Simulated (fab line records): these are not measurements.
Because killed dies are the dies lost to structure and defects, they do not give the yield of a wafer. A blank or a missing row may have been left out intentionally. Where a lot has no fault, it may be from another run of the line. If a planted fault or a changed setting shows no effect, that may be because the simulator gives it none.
A single fault, viewed from 2 desks + flow berkeley_cmos170 + each desk has only its own numbers; what lay behind them comes last

TOOL OWNER'S DESK, rie_diel-01
The tool's own readings at UCB170_V2_ETCH_14 (etches SiO2 in CHF3/CF4/Ar, stops on Al, target depth 1250 nm, time 300.3 s): means of the sampled wafers that have a number, for each lot that ran on this tool. Any lot whose mean is over 4 standard deviations away from the usual mean is out of limits and marked OUT; that distance is given in the brackets.
Columns: A = cf4_flow_sccm at UCB170_V2_ETCH_14, usual 15.00 sccm; B = drypump_motor_current_A at UCB170_V2_ETCH_14, usual 5.6 A; C = oes_product_au at UCB170_V2_ETCH_14, usual 0.869 a.u.; D = throttle_valve_pct at UCB170_V2_ETCH_14, usual 6.96 %
| lot  | first seen here | A     | B   | C                | D    |
|------|-----------------|-------|-----|------------------|------|
| L947 | day 10 16:58    | 15.00 | 5.7 | 0.861            | 6.99 |
| L957 | day 12 18:23    | 15.10 | 6.1 | 0.783 (-7.2) OUT | 6.70 |
This desk's verdict: out of limits on L957, starting with L957 at day 12 18:23 (oes_product_au at UCB170_V2_ETCH_14). In limits: L947.

THE METROLOGY DESK
What the gauges read for every lot (on any tool): the sampled wafers with a number, averaged. Any lot whose mean is over 4 standard deviations away from the usual mean is out of limits and marked OUT; that distance is given in the brackets.
Columns: A = V1_OVL at UCB170_V1_OVL_MEAS_13, usual -2 nm; B = cd_nm at UCB170_V1_CD_MEAS_90, usual 699.4 nm; C = cd_nm at UCB170_M3_CD_MEAS_15, usual 700.4 nm
| lot  | first seen here | A  | B     | C     |
|------|-----------------|----|-------|-------|
| L944 | day 9 08:10     | -3 | 700.5 | 701.8 |
| L945 | day 9 14:42     | -5 | 698.7 | 701.8 |
| L946 | day 9 16:32     | 2  | 701.6 | 701.0 |
| L947 | day 10 10:47    | -9 | 699.0 | 700.6 |
| L949 | day 11 05:05    | 5  | 700.0 | 699.4 |
| L959 | day 12 07:22    | 5  | 698.1 | 701.9 |
| L957 | day 12 10:35    | -5 | 700.2 | 703.1 |
| L961 | day 12 17:44    | -5 | 699.0 | 700.2 |
| L962 | day 12 19:00    | -5 | 700.7 | 699.3 |
| L960 | day 12 19:43    | -1 | 699.9 | 700.1 |
| L964 | day 12 23:37    | 2  | 699.5 | 698.8 |
| L966 | day 13 21:40    | -2 | 701.4 | 700.6 |
| L967 | day 14 01:13    | -0 | 699.5 | 699.6 |
Result from this desk: across the 13 lots, nothing is out of limits.

TAKEN TOGETHER
An alarm could have come from the tool owner's desk at day 12 18:23, on L957.
At the metrology desk, nothing out of limits was observed.
The metrology desk has L957 on record, within its limits.
Of the lots named, all ran UCB170_V2_ETCH_14 on rie_diel-01.

WHAT THE SIMULATOR PUT IN
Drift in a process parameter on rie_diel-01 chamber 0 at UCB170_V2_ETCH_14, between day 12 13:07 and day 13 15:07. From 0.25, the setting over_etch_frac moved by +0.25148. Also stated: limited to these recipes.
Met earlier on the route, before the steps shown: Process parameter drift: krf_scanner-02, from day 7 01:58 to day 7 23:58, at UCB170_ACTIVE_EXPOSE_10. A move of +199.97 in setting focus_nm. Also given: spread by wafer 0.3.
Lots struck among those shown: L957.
How many hours passed from the start of the fault until each desk's first out-of-limits reading: the tool owner's desk, 5.
